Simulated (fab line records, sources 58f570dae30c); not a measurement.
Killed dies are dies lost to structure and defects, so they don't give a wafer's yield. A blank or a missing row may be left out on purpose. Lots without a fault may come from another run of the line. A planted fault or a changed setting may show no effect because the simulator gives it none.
Which tool did it? | flow berkeley_cmos170 | 13 lots, 39 wafers sampled, at 2 steps of a route of 331

WHAT THE GAUGES READ, wafer by wafer
UCB170_M1_CD_MEAS_09: target cd 700 nm. Usual: cd_nm 700.3 nm, standard deviation 1.9.
lot  | measured     | on        | cd_nm (nm)        | flag
L384 | day 7 11:34  | cd_sem-01 | 700.0 698.5 701.0 |
L383 | day 7 11:48  | cd_sem-02 | 698.2 698.1 698.0 |
L385 | day 7 23:39  | cd_sem-02 | 699.8 698.9 700.0 |
L386 | day 8 03:09  | cd_sem-01 | 701.2 700.5 702.0 |
L392 | day 9 06:37  | cd_sem-02 | 699.8 701.4 701.4 |
L391 | day 9 07:04  | cd_sem-02 | 699.2 699.9 700.1 |
L393 | day 9 07:19  | cd_sem-01 | 703.8 702.5 701.8 |
L394 | day 9 10:29  | cd_sem-02 | 699.7 699.7 699.7 |
L395 | day 9 12:07  | cd_sem-01 | 698.6 699.8 698.2 |
L396 | day 10 00:03 | cd_sem-01 | 699.0 699.8 700.6 |
L403 | day 11 03:13 | cd_sem-01 | 697.4 696.8 697.5 |
L404 | day 11 10:22 | cd_sem-02 | 704.4 705.2 702.7 |
L405 | day 11 12:10 | cd_sem-01 | 699.1 698.8 699.5 |

UCB170_V1_OVL_MEAS_13. Usual: V1_OVL 3 nm, standard deviation 4.4.
lot  | measured     | on         | V1_OVL (nm) | flag
L384 | day 7 18:31  | overlay-02 | -7 5 2      |
L383 | day 7 18:27  | overlay-02 | 4 11 8      |
L385 | day 8 04:46  | overlay-01 | -4 3 -5     |
L386 | day 8 13:35  | overlay-02 | 0 -1 5      |
L392 | day 9 12:54  | overlay-01 | 4 5 -1      |
L391 | day 9 13:10  | overlay-02 | 6 1 -1      |
L393 | day 9 12:58  | overlay-02 | 7 10 6      |
L394 | day 9 17:43  | overlay-02 | -6 3 10     |
L395 | day 9 18:12  | overlay-01 | 11 2 1      |
L396 | day 10 05:55 | overlay-02 | 1 3 6       |
L403 | day 11 18:07 | overlay-01 | 3 -4 0      |
L404 | day 11 18:39 | overlay-01 | 2 6 3       |
L405 | day 11 18:50 | overlay-01 | -2 6 2      |

WHICH TOOL RAN EACH LOT (tool, then ch and the chambers of the sampled wafers, then the start)
The record holds no process step before these readings.

WHAT THE TOOLS THEMSELVES READ (means of the sampled wafers that have a number; where no wafer has one, the mark that the record gives instead)
The record holds no such reading with a usual standard deviation.

THE ANSWER, worked out from the rows above alone
Rule: a lot is off if the mean of its wafers that have a number lies more than 3 standard deviations from the usual mean. A lot without any number at a reading at which 4 lots or more have one is off too. The other lots that the step has rows for count as sound. The gauges are gone through in route order, then the tools' own readings, and for those a lot's mean is taken as printed above. The first step at which some lot is off is used, and at that step the reading that is off furthest; a lot without a number counts as furthest.
No lot is off at any reading shown: from this, nothing can be told.

WHAT THE SIMULATOR HAD PUT IN
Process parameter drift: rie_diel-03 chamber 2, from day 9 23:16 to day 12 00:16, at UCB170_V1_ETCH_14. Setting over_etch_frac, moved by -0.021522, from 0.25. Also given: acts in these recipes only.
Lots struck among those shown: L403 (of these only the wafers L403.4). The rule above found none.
